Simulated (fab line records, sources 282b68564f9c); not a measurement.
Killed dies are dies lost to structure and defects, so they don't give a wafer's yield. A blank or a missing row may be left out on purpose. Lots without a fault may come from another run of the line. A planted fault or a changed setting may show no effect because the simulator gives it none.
fab line records | flow rit_cmos
record lots=14 wafers=42 last_day=7
route steps=202 shown M1@196
lots that met no fault: from a run of the same line without faults
start_h: hours from the record's first day to the start of the lot's first wafer shown | wait_h: hours since the lot's step before | " the same as in the row above | L1.1+2: a row that stands for several wafers | - no value, or no start given | * or withheld: withheld | < > ~ a bound
route shown NAME@n: a module of which the file shows steps, and the number in the route of the first | usual: mean/standard deviation of fault-free wafers | same: alike in all rows | chamber/n: place in a boat | sites: the reading at each site | _std_site: their standard deviation | _edge_site: outer sites' mean less inner sites' | radius_mm: how far each site lies from the wafer's centre | mask NAME#n: copy n | behind: the tool/chamber that last shaped the wafer | hold: why the lot was held/for how many hours/how that ended | device: the transistor (n, p or np) that didn't switch | end of line: the same wafers' tests at the end of the route | a step without rows: its recipe alone | killed: dies lost to structure and defects at the first sort, not the wafer's yield | map: a wafer's dies, x killed, . not, _ none there
set.NAME: the setting as run; set.NAME@STEP: as run at that earlier step | model.NAME: the simulator's own value behind a step, which no gauge read
steps of the route over a sample of lots; a table a step, a row a wafer
services: from which hour (start_h, from the record's first day; less than 0 if before it) a tool's chamber was out of use, for how many hours, and why
## steps
# step RIT_M1_METAL_ETCH_12
# recipe stop_on=SiO2 chemistry=Cl2/BCl3 target=Al time_s=165 over_etch_frac=0.5 pressure_mtorr=100 target_depth_a=6000 rf_w=250 Cl2_flow_sccm=60 bcl3_flow_sccm=50
# usual drypump_motor_current_A=5.5/0.42 oes_product_au=0.770/0.0096 rf_fwd_power_W=248.9/0.8 throttle_valve_pct=8.32/0.17
# columns lot.wafer tool chamber start_h wait_h drypump_motor_current_A oes_product_au rf_fwd_power_W rf_hours_counter_h throttle_valve_pct
L509.1 rie_metal-03 1 57.85 0.2 6.1 0.764 249.4 3 8.47
L509.2 " 0 " " 5.8 0.775 248.9 5 8.22
L509.4 " 1 " " 6.1 0.769 248.2 - 8.45
L510.1 rie_metal-02 0 63.65 0.2 5.3 0.779 248.5 36 8.57
L510.2 " 1 " " 5.3 0.753 248.0 33 8.16
L510.5 " 0 " " 5.3 0.763 249.3 - 8.56
L512.1 rie_metal-03 1 76.00 0.2 6.1 0.757 249.4 4 8.47
L512.3 " 1 " " 6.1 0.768 250.0 - 8.48
L512.6 " 0 " " 5.8 0.766 247.1 - 8.20
L513.1 rie_metal-02 0 80.80 0.2 5.3 0.761 247.8 36 8.59
L513.4 " 0 " " 5.3 0.780 248.5 - 8.57
L513.6 " 0 " " 5.3 0.776 246.9 - 8.58
L514.1 rie_metal-01 1 84.43 0.2 5.4 0.759 248.7 3 8.44
L514.2 " 0 " " 4.7 0.765 250.2 3 8.09
L514.4 " 0 " " 4.7 0.778 250.7 - 8.10
L517.1 rie_metal-01 1 100.48 0.2 5.4 0.763 248.4 3 8.42
L517.3 " 1 " " 5.4 0.773 249.2 - 8.41
L517.5 " 0 " " 4.8 0.768 249.3 - 8.08
L518.3 rie_metal-03 0 106.16 0.2 5.8 0.780 348.6 - 8.20
L518.4 " 1 " " 6.1 0.767 248.8 - 8.45
L518.5 " 1 " " 6.1 0.781 248.6 - 8.46
L520.1 rie_metal-01 0 112.99 0.2 4.8 0.771 248.9 3 8.08
L520.3 " 1 " " 5.4 0.749 248.2 - 8.40
L520.6 " 0 " " 4.8 0.760 248.6 - 8.09
L521.2 rie_metal-03 0 116.98 0.2 5.8 0.776 349.4 6 8.21
L521.3 " 1 " " 6.1 0.764 250.3 - 8.47
L521.4 " 0 " " 5.8 0.778 347.9 - 8.20
L522.1 rie_metal-02 1 121.23 0.2 5.3 0.770 248.7 34 8.16
L522.2 " 0 " " 5.3 0.775 248.9 36 8.58
L522.6 " 1 " " 5.2 0.776 249.5 - 8.16
L523.3 rie_metal-01 0 129.75 0.2 4.8 0.772 250.0 - 8.08
L523.4 " 1 " " 5.5 0.775 248.6 - 8.41
L523.5 " 1 " " 5.5 0.771 247.9 - 8.41
L525.3 rie_metal-01 1 140.35 0.2 5.4 0.759 249.0 - 8.43
L525.4 " 0 " " 4.8 0.783 249.9 - 8.10
L525.5 " 0 " " 4.8 0.774 250.4 - 8.09
L529.1 rie_metal-02 1 156.23 0.2 5.3 0.778 248.4 0 8.17
L529.3 " 0 " " 5.3 0.785 249.5 - 8.57
L529.6 " 0 " " 5.3 0.789 248.9 - 8.55
L531.2 rie_metal-02 1 170.53 0.2 5.3 0.765 249.5 0 8.16
L531.5 " 1 " " 5.2 0.780 250.0 - 8.17
L531.6 " 0 " " 5.3 0.801 247.7 - 8.57
# step RIT_M1_CD_MEAS_90
# recipe target_cd_nm=2600
# usual cd_nm=2601/3.1
# columns lot.wafer tool chamber start_h wait_h cd_nm
L509.1 cd_sem-02 - 58.38 0.1 2596
L509.2 " - " " 2599
L509.4 " - " " 2595
L510.1 cd_sem-02 - 64.16 0.1 2603
L510.2 " - " " 2602
L510.5 " - " " 2604
L512.1 cd_sem-02 - 76.51 0.1 2599
L512.3 " - " " 2599
L512.6 " - " " 2602
L513.1 cd_sem-02 - 81.32 0.1 2598
L513.4 " - " " 2599
L513.6 " - " " 2600
L514.1 cd_sem-01 - 85.12 0.1 2605
L514.2 " - " " 2601
L514.4 " - " " 2597
L517.1 cd_sem-02 - 100.99 0.1 2600
L517.3 " - " " 2602
L517.5 " - " " 2601
L518.3 cd_sem-02 - 106.65 0.1 2576
L518.4 " - " " 2599
L518.5 " - " " 2598
L520.1 cd_sem-02 - 113.50 0.1 2600
L520.3 " - " " 2602
L520.6 " - " " 2600
L521.2 cd_sem-02 - 117.52 0.1 2582
L521.3 " - " " 2605
L521.4 " - " " 2584
L522.1 cd_sem-02 - 121.74 0.1 2601
L522.2 " - " " 2601
L522.6 " - " " 2605
L523.3 cd_sem-01 - 130.25 0.1 2600
L523.4 " - " " 2601
L523.5 " - " " 2600
L525.3 cd_sem-02 - 140.85 0.1 2599
L525.4 " - " " 2599
L525.5 " - " " 2599
L529.1 cd_sem-02 - 156.74 0.1 2595
L529.3 " - " " 2598
L529.6 " - " " 2598
L531.2 cd_sem-02 - 171.07 0.1 2602
L531.5 " - " " 2602
L531.6 " - " " 2603
# step RIT_M1_PROBE_99
# usual defect_limited_yield=97.4/1.1 killed_at_M0_to_M3=0.0/0.083 killed_at_contacts=0.1/0.35 killed_at_front_end=6.9/2.8 killed_dies=7.0/2.8 killed_open=3.4/2 killed_short=3.5/2.1
# same gross_dies=264 killed_at_M4_up=0 killed_at_back_side=0 killed_at_other=0
# columns lot.wafer tool chamber start_h wait_h defect_limited_yield[%] killed_at_M0_to_M3 killed_at_contacts killed_at_front_end killed_dies killed_open killed_short
L517.1 prober-01 - 102.73 0.1 97.0 0 0 8 8 5 3
L517.3 prober-01 - 102.83 0.2 98.1 0 0 5 5 3 2
L517.5 prober-01 - 102.93 0.2 97.7 0 1 5 6 4 2
L521.2 prober-01 - 119.29 0.1 98.9 0 0 3 3 2 1
L521.3 prober-01 - 119.34 0.2 96.6 0 0 9 9 5 4
L521.4 prober-01 - 119.39 0.2 98.5 0 1 3 4 1 3
L523.3 prober-01 - 132.05 0.2 95.5 0 0 12 12 5 7
L523.4 prober-01 - 132.10 0.2 97.7 0 0 6 6 0 6
L523.5 prober-01 - 132.15 0.2 98.5 0 0 4 4 2 2
L525.3 prober-01 - 142.65 0.2 97.7 0 0 6 6 5 1
L525.4 prober-01 - 142.70 0.2 97.3 0 0 7 7 5 1
L525.5 prober-01 - 142.75 0.2 97.0 0 0 8 8 2 6
L531.2 prober-01 - 172.84 0.1 97.7 0 0 6 6 4 1
L531.5 prober-01 - 172.99 0.2 98.5 0 0 4 4 3 1
L531.6 prober-01 - 173.04 0.2 99.2 0 0 2 2 1 1
# killed by level:class
L517.1 SPACER:geometric_particle:open=3 FOX1:geometric_particle:open=1 FOX1:geometric_particle:short=1 GATE:geometric_particle:short=1 REOX:geometric_particle:open=1 SILICIDE:geometric_particle:short=1
L517.3 REOX:geometric_particle:open=2 SPACER:geometric_particle:short=2 GATE:geometric_particle:open=1
L517.5 FOX1:geometric_particle:open=1 FOX1:geometric_particle:short=1 GATE:geometric_particle:open=1 GATE:geometric_particle:short=1 REOX:geometric_particle:open=1 CONTACT:geometric_particle:open=1
L521.2 ACTIVE:geometric_particle:open=1 FOX1:geometric_particle:short=1 REOX:geometric_particle:open=1
L521.3 GATE:geometric_particle:open=3 GATE:geometric_particle:short=2 REOX:geometric_particle:open=1 SPACER:geometric_particle:short=1 SPACER:geometric_particle:open=1 SILICIDE:geometric_particle:short=1
L521.4 FOX1:geometric_particle:open=1 GATE:geometric_particle:short=1 SPACER:geometric_particle:short=1 CONTACT:geometric_particle:short=1
L523.3 FOX1:geometric_particle:open=3 GATE:geometric_particle:short=2 FOX1:geometric_particle:short=1 FOX2:geometric_particle:short=1 GATE:geometric_particle:open=1 REOX:geometric_particle:open=1 REOX:geometric_particle:short=1 SPACER:geometric_particle:short=1
L523.4 GATE:geometric_particle:short=5 SILICIDE:geometric_particle:short=1
L523.5 FOX1:geometric_particle:open=1 GATE:geometric_particle:open=1 GATE:geometric_particle:short=1 REOX:geometric_particle:short=1
L525.3 SILICIDE:geometric_particle:open=3 FOX2:geometric_particle:short=1 FOX2:geometric_particle:open=1 SPACER:geometric_particle:open=1
L525.4 FOX2:geometric_particle:open=2 GATE:geometric_particle:open=2 REOX:geometric_particle:open=1 SILICIDE:geometric_particle:short=1 ACTIVE:coat_microbubble_printed=1
L525.5 REOX:geometric_particle:short=2 SILICIDE:geometric_particle:short=2 FOX1:geometric_particle:short=1 FOX2:geometric_particle:short=1 FOX2:geometric_particle:open=1 GATE:geometric_particle:open=1
L531.2 GATE:geometric_particle:open=2 FOX1:geometric_particle:open=1 SPACER:geometric_particle:open=1 FOX2:geometric_particle:short=1 NWELL:coat_microbubble_printed=1
L531.5 GATE:geometric_particle:open=3 SPACER:geometric_particle:short=1
L531.6 SPACER:geometric_particle:short=1 SILICIDE:geometric_particle:open=1
## services
# columns tool chamber start_h hours kind
rie_metal-01 1 38.74 2.6 repair
rie_metal-03 - 59.28 4.3 pm
rie_metal-02 - 136.12 20.0 pm
rie_metal-02 0 136.12 20.0 vent_cycle
rie_metal-02 1 136.12 20.0 vent_cycle
rie_metal-02 0 156.12 - clean
rie_metal-02 1 156.12 - clean
## key
first_sign step=RIT_M1_METAL_ETCH_12 reading=rf_fwd_power_W direction=up sigmas=99+ usual=248.9 struck=348.6
effect step=RIT_M1_CD_MEAS_90 reading=cd_nm direction=down sigmas=6.7 usual=2601 struck=2581
met_at RIT_M1_METAL_ETCH_12
struck_lots L518,L521
struck_wafers L518.3,L521.2,L521.4
onset_between 76.00 106.16
fault kind=process_parameter_drift tool=rie_metal-03 chamber=0 onset_h=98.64 steps=RIT_M1_METAL_ETCH_12 channel=rf_w offset=100 shape=step end_h=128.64 stated=250
